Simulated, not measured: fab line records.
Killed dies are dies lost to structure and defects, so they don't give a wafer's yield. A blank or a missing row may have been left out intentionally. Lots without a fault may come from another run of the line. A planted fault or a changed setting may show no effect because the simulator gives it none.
What tool caused it?    flow ritCmos    14 lots, 42 wafers sampled, at 2 steps of a route of 202

## WHAT EACH GAUGE READ, for each wafer
Not one reading of a measure or inspect step in the record can be checked against a usual standard deviation.

## TOOL THAT RAN EACH LOT (tool first, then ch and the chambers of the sampled wafers, then the start)
lot   RIT_M1_STRIP_13                RIT_M1_PROBE_99
L741  wetBench-03 ch 2, day 3 06:11  prober-01, day 3 08:20
L742  wetBench-01 ch 0, day 3 11:26  prober-02, day 3 13:35
L743  wetBench-02 ch 0, day 3 17:43  prober-01, day 3 19:52
L744  wetBench-02 ch 1, day 3 21:58  prober-02, day 4 01:40
L747  wetBench-03 ch 3, day 4 13:28  prober-01, day 4 16:40
L749  wetBench-03 ch 3, day 4 23:58  prober-01, day 5 04:11
L751  wetBench-02 ch 0, day 5 11:04  prober-01, day 5 14:01
L754  wetBench-02 ch 2, day 6 05:59  prober-02, day 6 08:43
L755  wetBench-02 ch 3, day 6 10:45  prober-01, day 6 15:31
L756  wetBench-02 ch 2, day 6 14:43  prober-02, day 6 18:29
L757  wetBench-03 ch 3, day 7 00:36  prober-01, day 7 04:58
L758  wetBench-01 ch 0, day 7 01:53  prober-02, day 7 05:06
L760  wetBench-01 ch 2, day 7 16:44  prober-02, day 7 19:40
L761  wetBench-01 ch 3, day 7 18:27  prober-01, day 7 21:05
- RIT_M1_STRIP_13: strips in nmp, time 600 s.
- RIT_M1_PROBE_99

## WHAT THE TOOLS THEMSELVES READ (means of the sampled wafers that have a number; where no wafer has one, the mark that the record gives instead)
RIT_M1_STRIP_13. Usual: bathGuardTempC 79.9 C, standard deviation 0.41; bathHeatDutyPct 16.3 %, standard deviation 1.7.
lot   tool         bathGuardTempC (C)  bathHeatDutyPct (%)  flag
L741  wetBench-03  79.8                17.5                 
L742  wetBench-01  80.1                17.6                 
L743  wetBench-02  79.6                14.6                 
L744  wetBench-02  79.4                14.4                 
L747  wetBench-03  79.8                18.1                 
L749  wetBench-03  -                   -                    OFF
L751  wetBench-02  -                   -                    OFF
L754  wetBench-02  79.9                17.2                 
L755  wetBench-02  80.4                15.2                 
L756  wetBench-02  79.9                16.5                 
L757  wetBench-03  79.7                18.4                 
L758  wetBench-01  80.2                18.4                 
L760  wetBench-01  80.5                16.2                 
L761  wetBench-01  80.3                16.2                 

RIT_M1_PROBE_99. Usual: defectLimitedYield 97.3 %, standard deviation 1.1; killedAtContacts 0.1, standard deviation 0.31; killedAtFrontEnd 7.1, standard deviation 2.8; killedDies 7.2, standard deviation 2.8; killedOpen 3.5, standard deviation 2; killedShort 3.7, standard deviation 1.9; sort_bin_3_pad_short 0.1 %, standard deviation 0.22; sort_bin_5_function 1.6 %, standard deviation 0.77; sort_bin_6_memory 1.0 %, standard deviation 0.59; sortNPass 256.8, standard deviation 2.8; sortYieldPct 97.3 %, standard deviation 1.1.
lot   tool       defectLimitedYield (%)  killedAtContacts  killedAtFrontEnd  killedDies  killedOpen  killedShort  sort_bin_3_pad_short (%)  sort_bin_5_function (%)  sort_bin_6_memory (%)  sortNPass  sortYieldPct (%)  flag
L741  prober-01  97.7                    0.0               6.0               6.0         2.7         3.3          0.0                       1.5                      0.8                    258.0      97.7              
L742  prober-02  96.9                    0.0               8.0               8.0         3.3         4.7          0.0                       2.0                      1.0                    256.0      96.9              
L743  prober-01  97.5                    0.0               6.7               6.7         3.0         3.7          0.0                       1.9                      0.6                    257.3      97.5              
L744  prober-02  97.4                    0.0               7.0               7.0         2.7         4.3          0.3                       1.6                      0.8                    257.0      97.4              
L747  prober-01  97.6                    0.0               6.3               6.3         3.3         3.0          0.1                       1.5                      0.8                    257.7      97.6              
L749  prober-01  97.8                    0.0               5.7               5.7         2.7         3.0          0.1                       1.1                      0.9                    258.3      97.8              
L751  prober-01  97.0                    0.0               8.0               8.0         4.0         4.0          0.3                       1.8                      1.0                    256.0      97.0              
L754  prober-02  97.4                    0.3               6.3               6.7         5.0         1.7          0.3                       1.5                      0.8                    257.3      97.4              
L755  prober-01  97.3                    0.0               7.0               7.0         4.7         2.3          0.3                       1.5                      0.9                    257.0      97.3              
L756  prober-02  97.6                    0.0               6.3               6.3         2.0         4.0          0.0                       1.4                      1.0                    257.7      97.6              
L757  prober-01  98.0                    0.0               5.3               5.3         2.0         2.3          0.0                       1.0                      1.0                    258.7      98.0              
L758  prober-02  97.6                    0.0               6.3               6.3         3.0         3.3          0.3                       1.2                      0.9                    257.7      97.6              
L760  prober-02  96.3                    0.0               9.7               9.7         5.0         4.7          0.0                       2.5                      1.1                    254.3      96.3              
L761  prober-01  95.7                    0.3               11.0              11.3        6.3         5.0          0.1                       2.8                      1.4                    252.7      95.7              

## THE ANSWER, worked out from the rows above alone
Rule: a lot counts as off when the mean over its wafers that have a number is more than 3 standard deviations away from the usual mean. A lot without any number at a reading at which 4 lots or more have one is off too. Where the step has rows for the other lots, those lots are counted as sound. After the gauges, taken in route order, come the tools' own readings; for these a lot's mean is taken, as printed above. At the first step where some lot is off, the reading lying furthest off is the one used; lots without a number count as furthest.
Off: L749, L751, at RIT_M1_STRIP_13 (bathGuardTempC). Without a number there: L749, L751.
If a tool, at that step or one of the process steps before it, ran each lot that is off and ran no sound lot following the first of them, it fits. Not one of the candidates tried fits.

## WHAT THE SIMULATOR PUT IN
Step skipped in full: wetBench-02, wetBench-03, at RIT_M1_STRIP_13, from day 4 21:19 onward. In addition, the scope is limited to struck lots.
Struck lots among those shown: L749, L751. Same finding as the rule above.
